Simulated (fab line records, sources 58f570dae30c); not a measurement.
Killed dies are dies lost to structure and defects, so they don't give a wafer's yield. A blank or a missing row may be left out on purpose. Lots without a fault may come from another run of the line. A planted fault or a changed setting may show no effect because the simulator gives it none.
Split-lot experiment | flow berkeley_cmos170 | 5 lots, 23 wafers read, on a route of 331 steps

THE SPLIT
At UCB170_M2_PEB_13, the setting peb_temp_c was moved away from the recipe's 130 C on 6 of the 23 wafers read, by -2.1% to -1.5%. The other wafers ran this setting at the recipe's value.

FROM THE SPLIT TO THE READING: what the file shows between them, 5 steps
- UCB170_M2_DEVELOP_14: develop time 45 s
- UCB170_M2_CD_MEAS_15: target cd 700 nm
- UCB170_M2_ETCH_17: etches BARC in N2/H2 (also split here: bias_w)
- UCB170_M2_METAL_ETCH_18: etches Al in Cl2/BCl3, stops on SiO2, target depth 1170 nm, time 195 s
- UCB170_M2_STRIP_19: strips in O2

THE READING
cd_nm, in nm, at UCB170_M2_CD_MEAS_90 (target cd 700 nm). Fault-free wafers of this fab line usually give 700 nm, standard deviation 3.5 nm.

wafer  | tool, chamber at the split | peb_temp_c as run, C | against the recipe | cd_nm, nm | against lot-mates on the recipe
L077.2 | litho_track-02, 0          | 130                  | recipe             | 699       | -
L077.3 | litho_track-02, 0          | 128.1                | -1.5%              | 715       | +14
L077.4 | litho_track-02, 0          | 128.1                | -1.5%              | 715       | +14
L077.5 | litho_track-02, 0          | 130                  | recipe             | 703       | -
L077.6 | litho_track-02, 0          | 128.1                | -1.5%              | 716       | +15
L076.1 | litho_track-02, 0          | 130                  | recipe             | 697       | -
L076.2 | litho_track-02, 0          | 130                  | recipe             | 698       | -
L076.3 | litho_track-02, 0          | 130                  | recipe             | 698       | -
L076.4 | litho_track-02, 0          | 130                  | recipe             | 694       | -
L076.5 | litho_track-02, 0          | 130                  | recipe             | 699       | -
L081.1 | litho_track-04, 0          | 130                  | recipe             | 698       | -
L081.2 | litho_track-04, 0          | 130                  | recipe             | 690       | -
L081.3 | litho_track-04, 0          | 130                  | recipe             | 699       | -
L081.4 | litho_track-04, 0          | 130                  | recipe             | 694       | -
L081.5 | litho_track-04, 0          | 130                  | recipe             | 693       | -
L083.1 | litho_track-02, 0          | 130                  | recipe             | 702       | -
L083.3 | litho_track-02, 0          | 130                  | recipe             | 699       | -
L083.5 | litho_track-02, 0          | 130                  | recipe             | 702       | -
L085.1 | litho_track-02, 0          | 130                  | recipe             | 701       | -
L085.2 | litho_track-02, 0          | 127.3                | -2.1%              | 719       | +18
L085.3 | litho_track-02, 0          | 127.3                | -2.1%              | 721       | +20
L085.5 | litho_track-02, 0          | 127.3                | -2.1%              | 722       | +21
L085.6 | litho_track-02, 0          | 130                  | recipe             | 701       | -

THE FIT
A straight line over all 23 wafers: cd_nm changes by -11.2 nm for each +1% of peb_temp_c; r = -0.95; the points scatter about the line by 3.2 nm.
The same after taking each lot's own level away (the mean of its wafers on the recipe; 23 wafers): -9.57 nm for each +1%; r = -0.97; scatter 2.1 nm.
On that fit, the largest move of peb_temp_c shifts the reading by 20 nm.
The lots' own levels span 694.8 to 701.0 nm, that is 1.8 times the standard deviation above.
So the lot-to-lot level changes the slope: the two fits differ.
Check: with one of the wafers moved furthest among these (-2.1%) left out of the fit, the line predicts +20.4 nm for it against its lot-mates. It came out at +18 nm against them.

OTHER SPLITS ON THESE WAFERS
These wafers also went through other splits before the reading. Each is held against what the fit with the lots' levels taken away leaves over:
other split on the same wafers    | wafers away from the commonest value | r with cd_nm (lot level and that fit taken away)
UCB170_SILICIDE_SPUTTER_01 time_s | 5                                    | -0.21
UCB170_V1_CVD_00 time_s           | 8                                    | -0.05
UCB170_V1_EXPOSE_09 dose_mj       | 8                                    | +0.00
UCB170_M2_ETCH_17 bias_w          | 10                                   | -0.42

THE WHOLE CHAIN: every reading that the file lists as answering this split, in the file's order
step                 | what it does         | reading                                                   | change (the file's fit)              | r (the file's)
UCB170_M2_CD_MEAS_15 | target cd 700 nm     | cd_nm                                                     | -9.51 nm for each +1% of the setting | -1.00
UCB170_M2_ETCH_17    | etches BARC in N2/H2 | M2.cd_nm (the simulator's own value, which no gauge read) | -9.46 nm for each +1% of the setting | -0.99
UCB170_M2_CD_MEAS_90 | target cd 700 nm     | cd_nm                                                     | -9.63 nm for each +1% of the setting | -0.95

THE FILE'S OWN FIT
cd_nm changes by -9.63 nm for each +1% of peb_temp_c, r = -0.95.
